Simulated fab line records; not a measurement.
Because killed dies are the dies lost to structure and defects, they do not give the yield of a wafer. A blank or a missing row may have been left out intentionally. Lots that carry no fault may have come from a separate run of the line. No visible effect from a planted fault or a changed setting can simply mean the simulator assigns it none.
What tool caused it? | flow rit cmos | 24 wafers from 8 lots sampled at 2 of the route's 202 steps

WHAT THE GAUGES READ, wafer by wafer
RIT_PWELL_OVL_MEAS_06.
lot  | measured    | on         | PWELL_OVL (nm)
L733 | day 2 02:55 | overlay-02 | -1.7 -0.6 0.3
L736 | day 2 19:39 | overlay-01 | 0.3 0.9 2.4
L739 | day 3 10:00 | overlay-01 | 1.8 3.0 3.0
L741 | day 3 19:46 | overlay-01 | -0.1 0.0 0.7
L743 | day 4 05:12 | overlay-01 | 1.8 1.4 1.4
L749 | day 5 10:56 | overlay-01 | 362.1 362.9 362.4
L751 | day 5 21:55 | overlay-02 | 363.0 364.8 362.9
L755 | day 6 18:16 | overlay-02 | -0.5 0.7 1.7

EACH LOT AND THE TOOL THAT RAN IT (in order: tool; ch and the chambers of the sampled wafers; start)
lot  | RIT_PWELL_EXPOSE_03
L733 | iline stepper-02 ch 0, day 2 02:29
L736 | iline stepper-01 ch 0, day 2 19:14
L739 | iline stepper-01 ch 0, day 3 09:35
L741 | iline stepper-02 ch 0, day 3 19:20
L743 | iline stepper-01 ch 0, day 4 04:31
L749 | iline stepper-01 ch 0, day 5 10:32
L751 | iline stepper-01 ch 0, day 5 21:28
L755 | iline stepper-02 ch 0, day 6 17:52
- RIT_PWELL_EXPOSE_03: exposes mask M3, target cd 43700 nm.

THE ANSWER, worked out from the rows above alone
Rule: what is usual is taken from the lots themselves. Put in order of their means at a reading, lots are off if they are a third of the lots or fewer, leave a main group of 4 or more, and stand apart from it by a gap of 3 or more times the standard deviation of the main group's means; of several such gaps the widest counts. A main group whose means are all the same, to the digits that the tables above print for the reading, isn't used. A lot without any number at a reading at which 4 lots or more have one is off too. Where the step has rows for the other lots, those lots are counted as sound.
Off: L749, L751, seen at RIT_PWELL_OVL_MEAS_06 (PWELL_OVL). Mean 0.9 nm and standard deviation 1 in the main group.
If a tool, at a process step before that reading, ran all the lots that are off and no sound lot after the first of them, it fits. The gauges at RIT_PWELL_OVL_MEAS_06 are tried like those tools. One candidate fits, namely iline stepper-01 at RIT_PWELL_EXPOSE_03. Its last sound lot is L743 (day 4 04:31), its first lot that is off L749 (day 5 10:32): a fault that began between those two fits.

WHAT THE SIMULATOR PUT IN
Scanner matching overlay: iline stepper-01, from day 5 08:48 on, at RIT_PWELL_EXPOSE_03. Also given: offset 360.
Lots struck among those shown: L749, L751. The same result came from the rule above.
